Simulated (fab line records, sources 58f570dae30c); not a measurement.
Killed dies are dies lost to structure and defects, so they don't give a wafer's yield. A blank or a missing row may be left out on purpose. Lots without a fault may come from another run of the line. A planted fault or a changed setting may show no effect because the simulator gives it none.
Which tool did it? | flow berkeley_cmos170 | 14 lots, 42 wafers sampled, at 6 steps of a route of 331

WHAT THE GAUGES READ, wafer by wafer
UCB170_NWELL_THK_MEAS_05. Usual: NWELL_NITRIDE_THK 224.4 nm, standard deviation 1.9.
lot  | measured    | on            | NWELL_NITRIDE_THK (nm) | flag
L500 | day 2 01:59 | film_metro-02 | 223.8 223.2 225.2      |
L501 | day 2 10:39 | film_metro-02 | 219.7 222.7 221.5      |
L502 | day 2 20:28 | film_metro-03 | 225.2 223.5 225.1      |
L503 | day 2 23:51 | film_metro-04 | 223.3 225.4 224.4      |
L504 | day 2 23:51 | film_metro-02 | 222.3 220.4 222.1      |
L505 | day 3 10:29 | film_metro-02 | 224.6 227.0 224.9      |
L506 | day 3 14:32 | film_metro-02 | 223.2 224.4 221.0      |
L507 | day 3 14:32 | film_metro-04 | 223.9 222.8 223.7      |
L508 | day 3 18:36 | film_metro-03 | 222.2 222.0 224.5      |
L511 | day 4 12:03 | film_metro-03 | 222.8 225.2 225.1      |
L516 | day 5 11:14 | film_metro-02 | 225.9 225.6 225.4      |
L518 | day 5 22:35 | film_metro-03 | 256.1 252.9 254.7      | OFF
L519 | day 6 02:25 | film_metro-04 | 256.6 255.3 254.4      | OFF
L522 | day 6 19:41 | film_metro-03 | 222.9 224.1 222.5      |

UCB170_SACOX_THK_MEAS_02. Usual: SACOX_OXIDE_THK 14.3 nm, standard deviation 0.3.
lot  | measured    | on            | SACOX_OXIDE_THK (nm) | flag
L500 | day 4 17:04 | film_metro-04 | 13.8 14.0 13.9       |
L501 | day 5 04:02 | film_metro-02 | 14.0 14.2 14.2       |
L502 | day 5 14:01 | film_metro-04 | 14.0 14.2 13.8       |
L503 | day 5 13:58 | film_metro-02 | 14.6 14.6 14.5       |
L504 | day 5 13:58 | film_metro-01 | 14.3 14.2 14.3       |
L505 | day 6 03:08 | film_metro-04 | 14.7 14.4 14.6       |
L506 | day 6 03:05 | film_metro-01 | 14.0 14.1 14.1       |
L507 | day 6 03:08 | film_metro-01 | 14.0 14.2 14.3       |
L508 | day 6 03:06 | film_metro-04 | 14.9 14.7 14.7       |
L511 | day 7 05:12 | film_metro-01 | 14.2 14.5 14.0       |
L516 | day 8 14:00 | film_metro-02 | 14.6 14.5 14.9       |
L522 | day 9 19:47 | film_metro-02 | 14.7 14.8 14.7       |

WHICH TOOL RAN EACH LOT (tool, then ch and the chambers of the sampled wafers, then the start)
lot  | UCB170_NWELL_CVD_04        | UCB170_NWELL_ETCH_13              | UCB170_NWELL_STRIP_15               | UCB170_ACTIVE_STRIP_16
L500 | lpcvd-01 ch 1, day 2 00:04 | rie_diel-01 ch 1,2, day 2 03:08   | plasma_asher-03 ch 0,1, day 2 03:23 | plasma_asher-04 ch 0,1, day 3 21:37
L501 | lpcvd-02 ch 1, day 2 08:43 | rie_diel-01 ch 0,1, day 2 11:42   | plasma_asher-02 ch 0,1, day 2 11:58 | plasma_asher-04 ch 0,1, day 4 06:34
L502 | lpcvd-01 ch 1, day 2 18:32 | rie_diel-02 ch 0,2,3, day 2 22:13 | plasma_asher-02 ch 0,1, day 2 22:29 | plasma_asher-02 ch 0,1, day 4 20:24
L503 | lpcvd-02 ch 0, day 2 21:55 | rie_diel-04 ch 1,2, day 3 00:47   | plasma_asher-01 ch 0,1, day 3 01:02 | plasma_asher-04 ch 0,1, day 4 20:00
L504 | lpcvd-02 ch 0, day 2 21:55 | rie_diel-01 ch 0,2,3, day 3 01:02 | plasma_asher-02 ch 0,1, day 3 01:17 | plasma_asher-03 ch 0,1, day 4 20:41
L505 | lpcvd-01 ch 0, day 3 08:34 | rie_diel-04 ch 1,2,3, day 3 11:27 | plasma_asher-03 ch 0,1, day 3 11:42 | plasma_asher-02 ch 0,1, day 5 09:17
L506 | lpcvd-01 ch 1, day 3 12:37 | rie_diel-02 ch 0,3, day 3 15:45   | plasma_asher-01 ch 0,1, day 3 16:00 | plasma_asher-03 ch 0,1, day 5 08:46
L507 | lpcvd-01 ch 1, day 3 12:37 | rie_diel-04 ch 0,1,3, day 3 16:16 | plasma_asher-02 ch 0,1, day 3 16:31 | plasma_asher-03 ch 0,1, day 5 09:24
L508 | lpcvd-02 ch 0, day 3 16:38 | rie_diel-04 ch 1,3, day 3 19:31   | plasma_asher-01 ch 0,1, day 3 19:48 | plasma_asher-04 ch 0,1, day 5 09:33
L511 | lpcvd-01 ch 0, day 4 10:07 | rie_diel-02 ch 0,1,2, day 4 13:07 | plasma_asher-02 ch 0,1, day 4 13:22 | plasma_asher-02 ch 0,1, day 6 08:47
L516 | lpcvd-01 ch 1, day 5 09:17 | rie_diel-04 ch 0,2, day 5 12:43   | plasma_asher-01 ch 0,1, day 5 12:58 | plasma_asher-04 ch 0,1, day 7 14:32
L518 | lpcvd-01 ch 0, day 5 20:38 | rie_diel-04 ch 0,2, day 5 23:56   | plasma_asher-02 ch 0,1, day 6 00:11 | -
L519 | lpcvd-01 ch 1, day 6 00:28 | rie_diel-04 ch 1,3, day 6 04:00   | plasma_asher-02 ch 0,1, day 6 04:17 | -
L522 | lpcvd-02 ch 0, day 6 17:44 | rie_diel-04 ch 1,3, day 6 20:44   | plasma_asher-01 ch 0,1, day 6 20:59 | plasma_asher-03 ch 0,1, day 8 19:58
- UCB170_NWELL_CVD_04: deposits Si3N4 from SiH2Cl2/NH3, target thk 224 nm, time 3360 s.
- UCB170_NWELL_ETCH_13: etches Si3N4 in CH3F/Ar/O2, stops on SiO2, target depth 246.4 nm, time 154 s.
- UCB170_NWELL_STRIP_15: strips in O2.
- UCB170_ACTIVE_STRIP_16: strips in O2.

WHAT THE TOOLS THEMSELVES READ (means of the sampled wafers that have a number; where no wafer has one, the mark that the record gives instead)
UCB170_NWELL_CVD_04. Usual: nh3_flow_sccm 74.98 sccm, standard deviation 0.25; sih2cl2_flow_sccm 25.00 sccm, standard deviation 0.08.
lot  | tool     | nh3_flow_sccm (sccm) | sih2cl2_flow_sccm (sccm) | flag
L500 | lpcvd-01 | 74.69                | 25.01                    |
L501 | lpcvd-02 | 75.01                | 24.98                    |
L502 | lpcvd-01 | 75.11                | 25.12                    |
L503 | lpcvd-02 | 75.11                | 24.90                    |
L504 | lpcvd-02 | 75.05                | 25.00                    |
L505 | lpcvd-01 | 75.23                | 25.01                    |
L506 | lpcvd-01 | 74.95                | 25.08                    |
L507 | lpcvd-01 | 75.13                | 25.01                    |
L508 | lpcvd-02 | 74.98                | 25.06                    |
L511 | lpcvd-01 | 75.05                | 25.03                    |
L516 | lpcvd-01 | 74.88                | 24.90                    |
L518 | lpcvd-01 | 74.90                | 37.50                    | OFF
L519 | lpcvd-01 | 74.89                | 37.57                    | OFF
L522 | lpcvd-02 | 74.95                | 24.89                    |

UCB170_NWELL_ETCH_13. Usual: drypump_motor_current_A 6.0 A, standard deviation 0.45; oes_product_au 0.939 a.u., standard deviation 0.013; throttle_valve_pct 8.01 %, standard deviation 0.13.
lot  | tool        | drypump_motor_current_A (A) | oes_product_au (a.u.) | throttle_valve_pct (%) | flag
L500 | rie_diel-01 | 6.0                         | 0.942                 | 7.97                   |
L501 | rie_diel-01 | 5.7                         | 0.926                 | 8.17                   |
L502 | rie_diel-02 | 6.0                         | 0.931                 | 8.01                   |
L503 | rie_diel-04 | 5.8                         | 0.943                 | 7.98                   |
L504 | rie_diel-01 | 6.2                         | 0.926                 | 8.07                   |
L505 | rie_diel-04 | 5.7                         | 0.940                 | 7.98                   |
L506 | rie_diel-02 | 6.3                         | 0.934                 | 7.94                   |
L507 | rie_diel-04 | 5.9                         | 0.938                 | 8.08                   |
L508 | rie_diel-04 | 5.5                         | 0.941                 | 8.00                   |
L511 | rie_diel-02 | 6.2                         | 0.937                 | 8.04                   |
L516 | rie_diel-04 | 6.2                         | 0.944                 | 7.99                   |
L518 | rie_diel-04 | 6.2                         | 1.000                 | 7.98                   | OFF
L519 | rie_diel-04 | 5.5                         | 0.998                 | 8.01                   | OFF
L522 | rie_diel-04 | 5.5                         | 0.936                 | 7.99                   |

UCB170_NWELL_STRIP_15. Usual: drypump_motor_current_A 5.9 A, standard deviation 0.5; oes_product_au 0.720 a.u., standard deviation 0.0048; strip_time_to_endpoint_s 18.04 s, standard deviation 0.065.
lot  | tool            | drypump_motor_current_A (A) | oes_product_au (a.u.) | strip_time_to_endpoint_s (s) | flag
L500 | plasma_asher-03 | 5.6                         | 0.722                 | 17.94                        |
L501 | plasma_asher-02 | 6.2                         | 0.719                 | 18.10                        |
L502 | plasma_asher-02 | 6.1                         | 0.724                 | 18.05                        |
L503 | plasma_asher-01 | 6.2                         | 0.719                 | 17.98                        |
L504 | plasma_asher-02 | 6.2                         | 0.719                 | 17.98                        |
L505 | plasma_asher-03 | 5.6                         | 0.722                 | 18.02                        |
L506 | plasma_asher-01 | 5.7                         | 0.721                 | 18.08                        |
L507 | plasma_asher-02 | 6.0                         | 0.723                 | 18.14                        |
L508 | plasma_asher-01 | 6.2                         | 0.714                 | 18.06                        |
L511 | plasma_asher-02 | 6.0                         | 0.715                 | 18.10                        |
L516 | plasma_asher-01 | 5.7                         | 0.718                 | 18.04                        |
L518 | plasma_asher-02 | 6.0                         | 0.715                 | 18.03                        |
L519 | plasma_asher-02 | 6.2                         | 0.718                 | 18.05                        |
L522 | plasma_asher-01 | 6.2                         | 0.720                 | 18.04                        |

UCB170_ACTIVE_STRIP_16. Usual: drypump_motor_current_A 5.6 A, standard deviation 0.43; oes_product_au 0.720 a.u., standard deviation 0.0048; strip_time_to_endpoint_s 18.18 s, standard deviation 0.064.
lot  | tool            | drypump_motor_current_A (A) | oes_product_au (a.u.) | strip_time_to_endpoint_s (s) | flag
L500 | plasma_asher-04 | 5.2                         | 0.719                 | 18.10                        |
L501 | plasma_asher-04 | 5.2                         | 0.724                 | 18.18                        |
L502 | plasma_asher-02 | 6.0                         | 0.717                 | 18.20                        |
L503 | plasma_asher-04 | 5.1                         | 0.720                 | 18.22                        |
L504 | plasma_asher-03 | 5.6                         | 0.723                 | 18.15                        |
L505 | plasma_asher-02 | 6.1                         | 0.726                 | 18.09                        |
L506 | plasma_asher-03 | 5.6                         | 0.723                 | 18.08                        |
L507 | plasma_asher-03 | 5.6                         | 0.715                 | 18.12                        |
L508 | plasma_asher-04 | 5.1                         | 0.721                 | 18.15                        |
L511 | plasma_asher-02 | 6.1                         | 0.718                 | 18.22                        |
L516 | plasma_asher-04 | 5.2                         | 0.721                 | 18.15                        |
L522 | plasma_asher-03 | 5.6                         | 0.720                 | 18.19                        |

THE ANSWER, worked out from the rows above alone
Rule: a lot is off if the mean of its wafers that have a number lies more than 3 standard deviations from the usual mean. A lot without any number at a reading at which 4 lots or more have one is off too. The other lots that the step has rows for count as sound. The gauges are gone through in route order, then the tools' own readings, and for those a lot's mean is taken as printed above. The first step at which some lot is off is used, and at that step the reading that is off furthest; a lot without a number counts as furthest.
Off: L518, L519, at UCB170_NWELL_THK_MEAS_05 (NWELL_NITRIDE_THK).
A tool fits if, at a process step before that reading, it ran every lot that is off, and no sound lot after the first of them. The gauges at UCB170_NWELL_THK_MEAS_05 aren't tried: what is off there is off at UCB170_NWELL_CVD_04 too, on other tools, and a gauge's error can't cause that. One fits: lpcvd-01 at UCB170_NWELL_CVD_04. Its last sound lot is L516 (day 5 09:17), its first lot that is off L518 (day 5 20:38): a fault that began between those two fits.
The tool's own readings at UCB170_NWELL_CVD_04 bear it out: on the lots that are off they differ by more than 5 times the standard deviation of the sound lots' means. sih2cl2_flow_sccm reads 37.53 sccm there against 25.00 sccm on the sound lots.

WHAT THE SIMULATOR HAD PUT IN
Process parameter drift: lpcvd-01, from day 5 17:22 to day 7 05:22, at UCB170_NWELL_CVD_04. Setting sih2cl2_flow_sccm, moved by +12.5, from 25. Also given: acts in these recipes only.
Lots struck among those shown: L518, L519. The rule above found the same.
